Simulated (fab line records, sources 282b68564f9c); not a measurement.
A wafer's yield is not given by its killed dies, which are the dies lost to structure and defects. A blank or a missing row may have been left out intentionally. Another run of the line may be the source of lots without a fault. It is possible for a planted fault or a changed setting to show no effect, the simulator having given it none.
Code-filled problem report in 8D (eight disciplines) form | flow rit_cmos | the parts of the form that need people (team, actions taken, sign-off) are left out

1. PROBLEM STATEMENT
Mean of heater_power_total_W at RIT_PSD_SOFTBAKE_02: 36.48 W across 6 wafers in 2 lots; on wafers with no fault it is 34.56 W (standard deviation 0.049). That puts it +39 standard deviations away from the usual mean.
The step: time 60 s.
First observed at day 6 13:58: wafer L848.3, on litho_track-03. The record holds 42 wafers of 14 lots with a number at this step. Rule for "out" (also "out of limits"): further than 4 standard deviations from the usual mean. Any other wafer with a number is counted as sound.

2. WHAT THIS IS AND IS NOT
question                    | is                     | is not
which readings at this step | heater_power_total_W   | -
which lots                  | L848, L849             | L832, L835, L836, L837, L838, L839, L841, L842, L846, L847, L852, L854
which wafers of those lots  | all that have a number | -
read on which tools         | litho_track-03         | litho_track-01, litho_track-02
when                        | from day 6 13:58       | up to then (30 sound wafers); but 6 sound wafers of L852, L854 came after

3. THE SUSPECTS, EACH WITH WHAT RULES IT OUT
Counting: a tool at any process step up to the reading remains a suspect when it ran all the lots that are out and ran no sound lot after the first of those.
- litho_track-03 at RIT_PSD_SOFTBAKE_02 (time 60 s): kept. All lots that are out passed through it, beginning with L848 at day 6 13:58, and no sound lot followed; its final sound lot before that point was L839 at day 4 18:15. Its own heater_power_total_W readings are out on those wafers.
After counting, what remains is litho_track-03 at RIT_PSD_SOFTBAKE_02.

4. THE CAUSE (what the simulator had put in)
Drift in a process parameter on litho_track-03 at RIT_PSD_SOFTBAKE_02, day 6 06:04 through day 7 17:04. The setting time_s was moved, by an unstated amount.
The count eliminated every tool but this one.

5. THE EFFECT CHAIN, in route order
Each row: a reading where the mean over the struck wafers with a number is more than 3 standard deviations away from the usual. Scope: only readings with a usual standard deviation given in the record; hours: median across lots of the time from each lot's start at the first step in this table that gives one to its start at this step; sigmas: change in usual standard deviations.
hours | step                | reading              | usual   | on struck wafers | change | sigmas
0     | RIT_PSD_SOFTBAKE_02 | heater_power_total_W | 34.56 W | 36.48            | +1.92  | +39
Its process steps:
- RIT_PSD_SOFTBAKE_02: time 60 s.
Readings that are blank on the struck wafers while sound wafers have them: plate_temp_C at RIT_PSD_SOFTBAKE_02.

6. HOW IT WOULD HAVE BEEN CAUGHT EARLIER
In this record the first reading out of limits was taken at day 6 13:58, 8 hours after the fault began at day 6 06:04.
